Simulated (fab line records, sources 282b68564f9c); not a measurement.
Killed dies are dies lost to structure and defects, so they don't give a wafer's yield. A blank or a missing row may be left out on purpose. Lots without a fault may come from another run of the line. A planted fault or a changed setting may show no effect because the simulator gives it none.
fab line records | flow rit_cmos
record lots=7 wafers=21 last_day=7
route steps=202 shown SILICIDE@167 CONTACT@168
lots that met no fault: from a run of the same line without faults
start_h: hours from the record's first day to the start of the lot's first wafer shown | wait_h: hours since the lot's step before | " the same as in the row above | L1.1+2: a row that stands for several wafers | - no value, or no start given | * or withheld: withheld | < > ~ a bound
route shown NAME@n: a module of which the file shows steps, and the number in the route of the first | usual: mean/standard deviation of fault-free wafers | same: alike in all rows | chamber/n: place in a boat | sites: the reading at each site | _std_site: their standard deviation | _edge_site: outer sites' mean less inner sites' | radius_mm: how far each site lies from the wafer's centre | mask NAME#n: copy n | behind: the tool/chamber that last shaped the wafer | hold: why the lot was held/for how many hours/how that ended | device: the transistor (n, p or np) that didn't switch | end of line: the same wafers' tests at the end of the route | a step without rows: its recipe alone | killed: dies lost to structure and defects at the first sort, not the wafer's yield | map: a wafer's dies, x killed, . not, _ none there
set.NAME: the setting as run; set.NAME@STEP: as run at that earlier step | model.NAME: the simulator's own value behind a step, which no gauge read
lots at some steps of the route; a table a step, a row a wafer
services: from which hour (start_h, from the record's first day; less than 0 if before it) a tool's chamber was out of use, for how many hours, and why
## steps
# step RIT_SILICIDE_RTA_06
# recipe temp_c=750 time_s=10 idle_temp_c=25 ramp_up_s=5 ramp_down_s=10 cool_to_c=25 ambient=N2
# usual wafer_temp_C_max=754.5/1.1
# columns lot.wafer tool chamber start_h wait_h wafer_temp_C_max
L215.1 rtp_anneal-02 0 86.11 0.0 753.9
L215.2 " 0 " " 754.0
L215.6 " 0 " " 753.6
L216.1 rtp_anneal-01 0 91.26 0.0 757.6
L216.5 " 0 " " 754.3
L216.6 " 0 " " 754.9
L221.1 rtp_anneal-02 0 116.58 0.0 755.5
L221.3 " 0 " " 754.2
L221.5 " 0 " " 753.8
L223.3 rtp_anneal-02 0 128.62 0.0 753.0
L223.4 " 0 " " 754.6
L223.6 " 0 " " 754.5
L225.3 rtp_anneal-02 0 135.88 0.0 753.4
L225.4 " 0 " " 753.2
L225.5 " 0 " " 753.2
L226.2 rtp_anneal-01 0 142.46 0.0 754.9
L226.5 " 0 " " 755.2
L226.6 " 0 " " 754.6
L231.1 rtp_anneal-01 0 168.01 0.0 755.7
L231.5 " 0 " " 755.4
L231.6 " 0 " " 753.9
# step RIT_CONTACT_CVD_00
# recipe material=SiO2 target_thk_nm=400 precursor=TEOS temp_c=390 time_s=61 rf_w=400
# usual heater_power_w=328/45
# columns lot.wafer tool chamber start_h wait_h heater_power_w
L215.1 pecvd-04 0 86.17 0.1 351
L215.2 " 1 " " 326
L215.6 " 2 " " 382
L216.1 pecvd-03 1 91.32 0.1 320
L216.5 " 0 " " 342
L216.6 " 1 " " 328
L221.1 pecvd-04 1 116.64 0.1 251
L221.3 " 2 " " 372
L221.5 " 0 " " 375
L223.3 pecvd-02 0 128.66 0.0 429
L223.4 " 0 " " 328
L223.6 " 1 " " 328
L225.3 pecvd-03 0 135.92 0.0 293
L225.4 " 1 " " 286
L225.5 " 0 " " 304
L226.2 pecvd-02 2 142.51 0.0 255
L226.5 " 1 " " 290
L226.6 " 0 " " 406
L231.1 pecvd-03 1 168.08 0.1 313
L231.5 " 0 " " 299
L231.6 " 2 " " 291
# step RIT_CONTACT_THK_MEAS_01
# recipe reads=SiO2_of_CONTACT_CVD_00
# usual CONTACT_TEOS_THK=400/4.6
# columns lot.wafer tool chamber start_h wait_h CONTACT_TEOS_THK[nm]
L215.1 film_metro-03 - 86.23 0.0 400
L215.2 " - " " 401
L215.6 " - " " 405
L216.1 film_metro-02 - 91.38 0.0 397
L216.5 " - " " 398
L216.6 " - " " 398
L221.1 film_metro-02 - 116.69 0.0 396
L221.3 " - " " 399
L221.5 " - " " 406
L223.3 film_metro-03 - 128.73 0.0 398
L223.4 " - " " 403
L223.6 " - " " 401
L225.3 film_metro-03 - 135.99 0.0 398
L225.4 " - " " 405
L225.5 " - " " 405
L226.2 film_metro-02 - 142.58 0.0 397
L226.5 " - " " 402
L226.6 " - " " 406
L231.1 film_metro-04 - 168.13 0.0 397
L231.5 " - " " 406
L231.6 " - " " 405
# step RIT_CONTACT_HMDS_02
# recipe prime_time_s=60 prime_temp_c=140
# step RIT_CONTACT_COAT_03
# recipe resist=NOVOLAK spin_rpm=3250 resist_thk_nm=1000
# step RIT_CONTACT_SOFTBAKE_04
# recipe resist=NOVOLAK temp_c=90 time_s=60
# step RIT_CONTACT_EXPOSE_05
# recipe mask_id=M11 na=0.6 source_shape=conventional sigma_outer=0.5 target_cd_nm=1000 dose_mj=250
# step RIT_CONTACT_PEB_06
# recipe resist=NOVOLAK temp_c=withheld time_s=withheld
# step RIT_CONTACT_DEVELOP_07
# recipe resist=NOVOLAK develop_time_s=123.9 dev_temp_c=23
# step RIT_CONTACT_CD_MEAS_08
# recipe target_cd_nm=1000
# usual cd_nm=999.4/2.1
# columns lot.wafer tool chamber start_h wait_h cd_nm
L215.1 cd_sem-02 - 87.25 - 1000.1
L215.2 " - " " 1001.2
L215.6 " - " " 1001.6
L216.1 cd_sem-02 - 92.45 - 1000.9
L216.5 " - " " 1001.0
L216.6 " - " " 1001.4
L221.1 cd_sem-01 - 117.84 - 999.3
L221.3 " - " " 1002.2
L221.5 " - " " 1000.2
L223.3 cd_sem-01 - 129.90 - 1002.6
L223.4 " - " " 1002.5
L223.6 " - " " 1003.8
L225.3 cd_sem-01 - 137.16 - 998.0
L225.4 " - " " 997.1
L225.5 " - " " 998.2
L226.2 cd_sem-01 - 143.74 - 997.5
L226.5 " - " " 997.6
L226.6 " - " " 999.9
L231.1 cd_sem-01 - 169.15 - 998.6
L231.5 " - " " 997.3
L231.6 " - " " 997.5
# step RIT_CONTACT_OVL_MEAS_09
# usual CONTACT_OVL=1.5/1.8
# columns lot.wafer tool chamber start_h wait_h CONTACT_OVL[nm]
L215.1 overlay-02 - 87.37 0.1 2.5
L215.2 " - " " 2.6
L215.6 " - " " 1.4
L216.1 overlay-01 - 92.57 0.1 3.8
L216.5 " - " " 2.9
L216.6 " - " " 4.7
L221.1 overlay-02 - 117.96 0.1 0.8
L221.3 " - " " 0.9
L221.5 " - " " 2.3
L223.3 overlay-01 - 129.99 0.1 1.2
L223.4 " - " " 1.7
L223.6 " - " " 3.3
L225.3 overlay-01 - 137.25 0.1 0.0
L225.4 " - " " -0.6
L225.5 " - " " 1.1
L226.2 overlay-02 - 143.84 0.1 5.6
L226.5 " - " " 5.7
L226.6 " - " " 5.3
L231.1 overlay-01 - 169.27 0.1 -0.3
L231.5 " - " " -2.7
L231.6 " - " " -1.8
# step RIT_CONTACT_HARDBAKE_10
# recipe resist=NOVOLAK temp_c=140 time_s=60
# step RIT_CONTACT_ETCH_11
# recipe target_depth_a=4800 over_etch_frac=0.2 stop_on=TiSi2 chemistry=CHF3/CF4/Ar target=SiO2 CHF3_flow_sccm=50 cf4_flow_sccm=10 Ar_flow_sccm=100 O2_flow_sccm=5 pressure_mtorr=100 rf_w=200 time_s=320
# usual O2_flow_sccm=5.000/0.015 drypump_motor_current_A=5.7/0.4 oes_product_au=0.990/0.0099 throttle_valve_pct=8.86/0.11
# columns lot.wafer tool chamber start_h wait_h O2_flow_sccm drypump_motor_current_A oes_product_au rf_hours_counter_h throttle_valve_pct model.NOVOLAK_of_CONTACT_COAT_03.thk_nm
L215.1 rie_diel-03 2 87.56 0.1 4.985 5.5 1.000 69 8.76 773.3
L215.2 " 0 " " 5.016 6.0 0.992 161 8.76 774.2
L215.6 " 0 " " 4.998 6.0 1.005 - 8.75 772.8
L216.1 rie_diel-01 0 92.76 0.1 4.994 5.5 0.991 46 8.89 770.4
L216.5 " 2 " " 4.979 5.0 0.994 - 8.94 767.2
L216.6 " 3 " " 5.030 5.7 1.005 - 9.04 769.6
L221.1 rie_diel-01 1 118.15 0.1 5.006 5.0 0.981 22 8.69 771.1
L221.3 " 0 " " 4.999 5.6 0.989 46 8.89 771.7
L221.5 " 1 " " 5.018 5.0 0.981 - 8.68 768.9
L223.3 rie_diel-03 0 130.17 0.1 4.992 6.0 0.982 0 8.77 784.6
L223.4 " 2 " " 5.031 5.5 1.003 70 8.78 785.4
L223.6 " 1 " " 4.989 6.2 0.987 - 8.83 785.2
L225.3 rie_diel-03 2 137.43 0.1 4.989 5.5 0.999 71 8.75 788.5
L225.4 " 3 " " 4.999 5.9 0.971 86 8.80 788.3
L225.5 " 0 " " 5.014 6.1 0.974 - 8.77 788.7
L226.2 rie_diel-03 2 144.02 0.1 4.997 5.5 1.002 71 8.78 786.3
L226.5 " 0 " " 4.990 6.0 0.980 - 8.77 788.4
L226.6 " 1 " " 5.005 6.2 0.994 - 8.82 784.2
L231.1 rie_diel-01 0 169.46 0.1 4.991 5.6 0.988 47 8.88 767.8
L231.5 " 1 " " 4.984 5.0 0.980 - 8.70 771.9
L231.6 " 2 " " 4.995 5.0 0.989 - 8.95 770.4
# step RIT_CONTACT_STRIP_12
# recipe chemistry=O2 time_s=180 resist=NOVOLAK platen_temp_c=withheld power_w=500 pressure_mtorr=4000 o2_flow_sccm=4000
# usual drypump_motor_current_A=5.49/0.26 rf_refl_power_W=6.7/1.4
# columns lot.wafer tool chamber start_h wait_h drypump_motor_current_A rf_hours_counter_h rf_refl_power_W
L215.1 plasma_asher-01 1 87.75 0.1 5.25 45 5.7
L215.2 " 0 " " 5.37 45 7.1
L215.6 " 0 " " 5.37 - 7.4
L216.1 plasma_asher-04 1 92.95 0.1 5.27 30 9.6
L216.5 " 0 " " 5.38 - 5.9
L216.6 " 1 " " 5.29 - 9.6
L221.1 plasma_asher-03 1 118.34 0.1 5.39 48 6.4
L221.3 " 0 " " 6.00 - 5.4
L221.5 " 0 " " 5.98 - 5.5
L223.3 plasma_asher-01 0 130.42 0.2 5.37 - 7.7
L223.4 " 1 " " 5.27 - 5.7
L223.6 " 0 " " 5.37 - 7.5
L225.3 plasma_asher-01 0 137.68 0.2 5.35 - 7.3
L225.4 " 1 " " 5.28 - 5.8
L225.5 " 1 " " 5.27 - 5.6
L226.2 plasma_asher-04 1 144.22 0.1 5.27 36 9.5
L226.5 " 1 " " 5.30 - 9.6
L226.6 " 0 " " 5.38 - 6.1
L231.1 plasma_asher-03 0 169.65 0.1 5.99 53 5.8
L231.5 " 0 " " 5.98 - 5.7
L231.6 " 1 " " 5.37 - 6.5
## services
# columns tool chamber start_h hours kind
rie_diel-01 1 74.32 3.9 repair
plasma_asher-01 - 77.77 2.8 pm
rie_diel-03 0 93.90 - clean
rie_diel-03 0 93.90 16.7 scheduled_down
rie_diel-03 0 93.90 16.7 vent_cycle
plasma_asher-01 - 108.75 9.0 pm
plasma_asher-01 0 108.75 9.0 vent_cycle
plasma_asher-01 1 108.75 9.0 vent_cycle
rie_diel-01 - 115.18 2.8 pm
plasma_asher-01 0 117.75 - clean
plasma_asher-01 1 117.75 - clean
pecvd-04 0 138.70 4.1 repair
plasma_asher-03 - 142.47 3.9 repair
rie_diel-01 2 156.34 7.4 repair
rtp_anneal-02 - 158.43 1.0 pm
## key
first_sign none at tools or gauges
model_effect step=RIT_CONTACT_ETCH_11 value=NOVOLAK_of_CONTACT_COAT_03.thk_nm without=769.8 struck=786.6
met_at RIT_CONTACT_ETCH_11
struck_wafers L223.3,L223.4,L223.6,L225.3,L225.4,L225.5,L226.2,L226.5,L226.6
later_rows_left_out L223.4,L225.5
sort_left_out L223.3,L223.4,L223.6,L225.3,L225.4,L225.5,L226.2,L226.5,L226.6
tester_left_out L223,L225,L226
onset_between 87.56 130.17
fault kind=process_parameter_drift tool=rie_diel-03 chamber=- onset_h=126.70 steps=RIT_CONTACT_ETCH_11 channel=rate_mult offset=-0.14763 shape=step end_h=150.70
# tester_left_out: of these lots the tester's yield and bins aren't shown, on N5 and GAA mostly nor the transistor test; their killed dies are dies lost to structure and defects alone, not to doping, threshold or leakage, so they don't give the yield
# sort_left_out: the simulated sort isn't trusted on such a fault, so these wafers' sort isn't shown, and their yield isn't known
# later_rows_left_out: the simulator's readings of these wafers behind a module that went badly wrong aren't trusted and aren't shown, but for the sort
